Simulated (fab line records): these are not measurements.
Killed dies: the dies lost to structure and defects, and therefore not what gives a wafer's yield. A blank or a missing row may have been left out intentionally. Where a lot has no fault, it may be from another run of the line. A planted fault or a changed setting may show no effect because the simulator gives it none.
Which of the tools did it?	flow ritCmos	15 lots with 45 wafers sampled at 2 steps, on a route of 202 steps

== WHAT THE GAUGES SHOWED, per wafer ==
RIT_NRETRO_OVL_MEAS_06. Usual: for NRETRO_OVL the level is -1.4 nm and the standard deviation is 1.4.
lot	measured	on	NRETRO_OVL (nm)	flag
L394	day 2 10:28	overlay-01	-1.5 -1.1 -0.3	
L395	day 2 14:23	overlay-02	-1.2 -0.2 0.3	
L396	day 2 16:31	overlay-02	-0.4 0.4 -0.9	
L397	day 2 22:49	overlay-01	1.0 0.3 0.5	
L398	day 3 03:26	overlay-02	1.0 0.1 -0.8	
L399	day 3 08:31	overlay-02	-2.4 -2.3 -1.8	
L402	day 3 21:55	overlay-01	-0.3 0.3 -0.6	
L403	day 4 06:16	overlay-01	1.0 1.0 -1.0	
L407	day 5 01:52	overlay-01	-1.0 -1.4 -1.8	
L408	day 5 06:28	overlay-02	3321.5 3322.4 3321.2	OFF
L409	day 5 11:34	overlay-01	3322.3 3323.6 3322.5	OFF
L411	day 5 23:23	overlay-01	-0.5 0.8 -2.1	
L412	day 6 03:55	overlay-01	3322.5 3323.8 3321.7	OFF
L415	day 6 19:23	overlay-01	-1.6 -3.2 -4.7	
L416	day 6 21:14	overlay-01	-3.9 -1.9 -1.3	

== WHAT TOOL EACH LOT RAN ON (gives the tool, then ch and the chambers of the sampled wafers, and finally the start) ==
lot	RIT_NRETRO_EXPOSE_03
L394	ilineStepper-02 ch 0, day 2 10:02
L395	ilineStepper-01 ch 0, day 2 13:57
L396	ilineStepper-02 ch 0, day 2 15:55
L397	ilineStepper-02 ch 0, day 2 22:23
L398	ilineStepper-01 ch 0, day 3 03:02
L399	ilineStepper-02 ch 0, day 3 08:05
L402	ilineStepper-01 ch 0, day 3 21:29
L403	ilineStepper-01 ch 0, day 4 05:50
L407	ilineStepper-02 ch 0, day 5 01:27
L408	ilineStepper-02 ch 0, day 5 06:03
L409	ilineStepper-02 ch 0, day 5 11:09
L411	ilineStepper-01 ch 0, day 5 22:58
L412	ilineStepper-02 ch 0, day 6 03:29
L415	ilineStepper-01 ch 0, day 6 18:58
L416	ilineStepper-01 ch 0, day 6 20:47
- RIT_NRETRO_EXPOSE_03: exposes mask M4, target cd 43900 nm.

== AS READ BY THE TOOLS THEMSELVES (means over the sampled wafers that have a number; for cases with no such wafer, the mark the record gives instead) ==
The record holds no such reading with a usual standard deviation.

== THE ANSWER, worked out from the rows above alone ==
Rule: lot off if the mean of its wafers having a number is beyond 3 standard deviations from the usual mean. A lot without any number at a reading at which 4 lots or more have one is off too. Any other lot the step has rows for is counted as sound. The gauges are gone through in route order, then the tools' own readings, and for those a lot's mean is taken as printed above. At the first step where some lot is off, the reading lying furthest off is the one used; lots without a number count as furthest.
Off: L408, L409, L412, seen at RIT_NRETRO_OVL_MEAS_06 (NRETRO_OVL).
If a tool, at a process step before that reading, ran all the lots that are off and no sound lot after the first of them, it fits. Gauges at RIT_NRETRO_OVL_MEAS_06: tried the same way as those tools. One candidate fits, namely ilineStepper-02 at RIT_NRETRO_EXPOSE_03. Its last sound lot is L407 (day 5 01:27), its first lot that is off L408 (day 5 06:03): a fault that began between those two fits.

== WHAT THE SIMULATOR PUT IN ==
Scanner matching overlay: ilineStepper-02, from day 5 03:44 on, at RIT_NRETRO_EXPOSE_03. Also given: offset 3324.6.
Shown lots that were struck: L408, L409, L412. The rule given above showed the same thing.
